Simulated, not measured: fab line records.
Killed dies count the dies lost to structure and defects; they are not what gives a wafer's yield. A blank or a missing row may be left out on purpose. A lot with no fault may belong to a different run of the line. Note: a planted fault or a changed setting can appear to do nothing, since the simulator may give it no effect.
Which tool is to blame? ; flow rit_cmos ; 7 lots with 21 wafers sampled at 4 steps, on a route of 202 steps

WHAT THE GAUGES READ, wafer by wafer
RIT_GATE_OVL_MEAS_17.
lot;measured;on;GATE_OVL (nm)
L982;day 2 19:24;overlay-01;-0.9 -2.6 0.6
L984;day 3 03:37;overlay-02;-2.0 -0.1 0.0
L986;day 3 17:50;overlay-02;0.9 -0.5 -0.7
L991;day 4 18:24;overlay-02;-0.9 -0.3 -0.1
L993;day 5 04:50;overlay-02;-0.2 -0.7 -1.4
L995;day 5 16:11;overlay-01;5.1 5.2 4.3
L102;day 7 00:48;overlay-01;0.0 -2.4 -2.3

WHAT TOOL EACH LOT RAN ON (gives the tool, then ch and the chambers of the sampled wafers, and finally the start)
lot;RIT_PWELL_STRIP_09;RIT_PRETRO_STRIP_09;RIT_GATE_EXPOSE_13
L982;plasma_asher-01 ch 0,1, day 2 04:40;plasma_asher-03 ch 0,1, day 2 13:13;iline_stepper-02 ch 0, day 2 18:54
L984;plasma_asher-02 ch 0,1, day 2 13:34;plasma_asher-03 ch 0,1, day 2 22:43;iline_stepper-01 ch 0, day 3 03:05
L986;plasma_asher-02 ch 0,1, day 3 01:44;plasma_asher-04 ch 0,1, day 3 10:17;iline_stepper-02 ch 0, day 3 17:13
L991;plasma_asher-02 ch 0,1, day 4 02:41;plasma_asher-04 ch 0,1, day 4 11:22;iline_stepper-02 ch 0, day 4 17:54
L993;plasma_asher-01 ch 0,1, day 4 13:04;plasma_asher-02 ch 0,1, day 4 23:12;iline_stepper-01 ch 0, day 5 04:20
L995;plasma_asher-01 ch 0,1, day 4 23:47;plasma_asher-03 ch 0,1, day 5 08:28;iline_stepper-02 ch 0, day 5 15:40
L102;plasma_asher-02 ch 0,1, day 6 10:16;plasma_asher-03 ch 1, day 6 19:00;iline_stepper-01 ch 0, day 7 00:16
- RIT_PWELL_STRIP_09: strips in O2, time 180 s.
- RIT_PRETRO_STRIP_09: strips in O2, time 180 s.
- RIT_GATE_EXPOSE_13: exposes mask M6, target cd 150 nm.

THE ANSWER, worked out from the rows above alone
Rule: the usual values come from the lots themselves. Put in order of their means at a reading, lots are off if they are a third of the lots or fewer, leave a main group of 4 or more, and stand apart from it by a gap of 3 or more times the standard deviation of the main group's means; of several such gaps the widest counts. If all means in a main group match to the digits the tables above print for the reading, that group is not used. Also off: a lot with no number at a reading for which 4 or more lots have one. The other lots that the step has rows for count as sound.
Off: at RIT_GATE_OVL_MEAS_17 (GATE_OVL), L995. The main group: mean -0.8 nm, standard deviation 0.45.
If a tool, at a process step before that reading, ran all the lots that are off and no sound lot after the first of them, it fits. Gauges at RIT_GATE_OVL_MEAS_17: tried the same way as those tools. Can't be told from this: 2 tools fit, plasma_asher-01 at RIT_PWELL_STRIP_09, iline_stepper-02 at RIT_GATE_EXPOSE_13.

WHAT THE SIMULATOR PUT IN
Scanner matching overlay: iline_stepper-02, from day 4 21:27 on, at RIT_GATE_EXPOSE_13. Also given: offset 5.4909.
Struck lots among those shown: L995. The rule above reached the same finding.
